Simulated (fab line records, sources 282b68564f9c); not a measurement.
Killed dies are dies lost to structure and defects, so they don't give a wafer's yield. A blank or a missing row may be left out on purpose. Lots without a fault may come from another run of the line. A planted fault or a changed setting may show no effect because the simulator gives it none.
A struck lot beside a sound one | flow rit_cmos | 17 steps out of a route of 202
Sound: wafers L741.3, L741.4, L741.5. Struck: wafers L756.2, L756.3, L756.4. The cause comes at the end.
At each step with rows: each side's tool, then ch and its chambers, then its first start. Under that, the readings that differ: sound wafers | struck wafers | difference of the means | sigmas: that difference in standard deviations of wafers without a fault.
alike: readings whose means differ by less than 2 such deviations, and words and numbers that are the same on both sides. not compared: withheld readings, readings that some wafer has no value for, bounds like >300 that may hide the same value, and numbers for which the record gives no deviation and whose values overlap.
The two part at a step that has a row with sigmas, a row that says differs or no value, or rows on one side only. Numbers that don't overlap but have no deviation are shown without sigmas and don't part them. A reading that every wafer of one side lacks parts them only if that side has two wafers or more.

first, 2 steps without rows for these wafers: RIT_NRETRO_HARDBAKE_07 (time 120 s); RIT_NRETRO_IMPLANT_08.
RIT_NRETRO_STRIP_09: strips in O2, time 180 s.
  sound on plasma_asher-02 ch 0,1, day 3 13:55; struck on plasma_asher-04 ch 0,1, day 6 16:23
  alike: chamber_pressure_mTorr, drypump_motor_current_A
  not compared: rf_hours_counter_h
RIT_NRETRO_TW_MEAS_10:
  sound on film_metro-02, day 3 14:03; struck on film_metro-03, day 6 16:34
  alike: NRETRO_TW
then, 6 steps without rows for these wafers: RIT_PRETRO_HMDS_00 (prime time 60 s); RIT_PRETRO_COAT_01 (resist thk 1300 nm); RIT_PRETRO_SOFTBAKE_02 (time 60 s); RIT_PRETRO_EXPOSE_03 (exposes mask M5, target cd 43700 nm); RIT_PRETRO_PEB_04; RIT_PRETRO_DEVELOP_05 (develop time 68 s).
RIT_PRETRO_OVL_MEAS_06:
  sound on overlay-02, day 3 14:59; struck on overlay-02, day 6 17:38
  alike: PRETRO_OVL
then, 1 step without rows for these wafers: RIT_PRETRO_HARDBAKE_07 (time 120 s).
RIT_PRETRO_IMPLANT_08:
  sound on implanter-03 ch 0, day 3 15:19; struck on implanter-02 ch 0, day 6 17:57
  reading            | sound                            | struck                       | difference | sigmas
  dose_ions_cm2      | 1.1993e+13 1.1996e+13 1.2005e+13 | 8.757e+12 8.759e+12 8.76e+12 | -3.239e+12 | -99 or more
  faraday_current_uA | 38.2 37.9 37.2                   | 27.3 28.3 27.0               | -10.2      | -14
RIT_PRETRO_STRIP_09: strips in O2, time 180 s.
  sound on plasma_asher-03 ch 0,1, day 3 15:28; struck on plasma_asher-02 ch 0,1, day 6 18:12
  alike: chamber_pressure_mTorr, drypump_motor_current_A
  not compared: rf_hours_counter_h
RIT_PRETRO_TW_MEAS_10:
  sound on film_metro-01, day 3 15:36; struck on film_metro-03, day 6 18:23
  reading   | sound       | struck      | difference | sigmas
  PRETRO_TW | 471 475 474 | 422 420 423 | -52        | -9
then, 1 step without rows for these wafers: RIT_GATE_WET_ETCH_00 (etches SiO2 in BOE, target depth 56 nm, time 60 s).
RIT_M1_PROBE_99:
  sound on prober-01, day 4 18:38; struck on prober-02, day 7 20:25
  reading                                    | sound                | struck               | difference | sigmas
  model.etest.nmos_0p3.r_on_ohm_um           | 2173 2193 2142       | 2070 2052 2118       | -89        |
  model.etest.nmos_turned.drive_ua_um        | 295.6 305 308.8      | 350.5 355.2 342.8    | +46.4      |
  model.etest.nmos_0p15.drive_ua_um          | 439 444.7 449.5      | 497.3 503.2 493.2    | +53.5      |
  model.etest.nmos_0p3.drive_ua_um           | 224.6 226.2 231      | 247.8 247.6 246.2    | +19.9      |
  model.etest.nmos_narrow.drive_ua_um        | 222.3 226.8 226.7    | 248.4 246.7 245.9    | +21.7      |
  model.etest.nmos_0p15.off_log10_a_um       | -10.84 -10.86 -10.68 | -9.148 -9.155 -9.267 | +1.603     |
  model.etest.retro_edge_nmos.off_log10_a_um | -10.54 -10.75 -10.57 | -9.093 -8.97 -9.126  | +1.557     |
  model.etest.ring.quiet_log10_a (angstrom)  | -8.335 -8.332 -8.234 | -7.04 -7.081 -7.165  | +1.21      |
  alike: killed_at_contacts, killed_at_front_end, killed_dies, killed_open, killed_short

WHERE THEY PART
First at RIT_PRETRO_IMPLANT_08; last, within this record, at RIT_PRETRO_TW_MEAS_10. Later steps at which nothing parts them and some readings are alike: RIT_M1_PROBE_99.

WHY: what the simulator had put in
Process parameter drift: implanter-02, from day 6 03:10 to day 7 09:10, at RIT_PRETRO_IMPLANT_08. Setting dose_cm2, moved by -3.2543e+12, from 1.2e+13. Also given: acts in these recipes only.
